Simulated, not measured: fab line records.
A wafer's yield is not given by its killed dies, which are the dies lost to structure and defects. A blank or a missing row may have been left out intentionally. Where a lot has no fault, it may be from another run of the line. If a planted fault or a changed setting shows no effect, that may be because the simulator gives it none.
Which tool did it? ; flow ritCmos ; 7 lots with 21 wafers sampled at 2 steps, on a route of 202 steps

## WHAT EACH GAUGE READ, for each wafer
RIT_PLDD_OVL_MEAS_06.
lot;measured;on;PLDD_OVL (nm)
L144;day 3 00:33;overlay-01;-0.1 -0.5 -0.1
L146;day 3 17:23;overlay-02;1.5 0.4 0.1
L148;day 4 01:27;overlay-02;0.1 0.9 -0.4
L155;day 5 12:08;overlay-01;- - -
L157;day 6 09:11;overlay-02;-1.5 -1.3 -0.6
L161;day 7 07:05;overlay-02;-4.0 -2.8 -1.4
L165;day 8 10:43;overlay-01;0.3 -1.3 -2.6

## EACH LOT AND THE TOOL THAT RAN IT (in order: tool; ch and the chambers of the sampled wafers; start)
lot;RIT_PLDD_EXPOSE_03
L144;ilineStepper-02 ch 0, day 3 00:08
L146;ilineStepper-01 ch 0, day 3 17:02
L148;ilineStepper-02 ch 0, day 4 01:04
L155;ilineStepper-01 ch 0, day 5 11:44
L157;ilineStepper-02 ch 0, day 6 08:49
L161;ilineStepper-02 ch 0, day 7 06:42
L165;ilineStepper-02 ch 0, day 8 10:15
- RIT_PLDD_EXPOSE_03: exposes mask M8, target cd 40900 nm.

## THE ANSWER, worked out from the rows above alone
Rule: usual is defined by the lots themselves. The widest of any qualifying gaps counts: lots, ordered by their means at a reading, are off when they make up no more than a third of the lots, leave a main group of 4 or more, and stand apart from it by 3 or more times the standard deviation of that group's means. Not used: any main group whose means are identical at the precision the tables above print for the reading. Also off: a lot with no number at a reading for which 4 or more lots have one. Where the step has rows for the other lots, those lots are counted as sound.
Off: at RIT_PLDD_OVL_MEAS_06 (PLDD_OVL), L155. Without a number there: L155. The main group: mean -0.7 nm, standard deviation 1.1.
If a tool, at a process step before that reading, ran all the lots that are off and no sound lot after the first of them, it fits. The gauges at RIT_PLDD_OVL_MEAS_06 are tried like those tools. One fits: ilineStepper-01 at RIT_PLDD_EXPOSE_03. A fault onset in the window from L146 (day 3 17:02, its last sound lot) to L155 (day 5 11:44, its first lot off) fits.

## WHAT WAS PUT IN BY THE SIMULATOR
Scanner matching overlay: ilineStepper-01, from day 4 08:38 on, at RIT_PLDD_EXPOSE_03. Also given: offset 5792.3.
Lots struck among those shown: L155. The rule above reached the same finding.
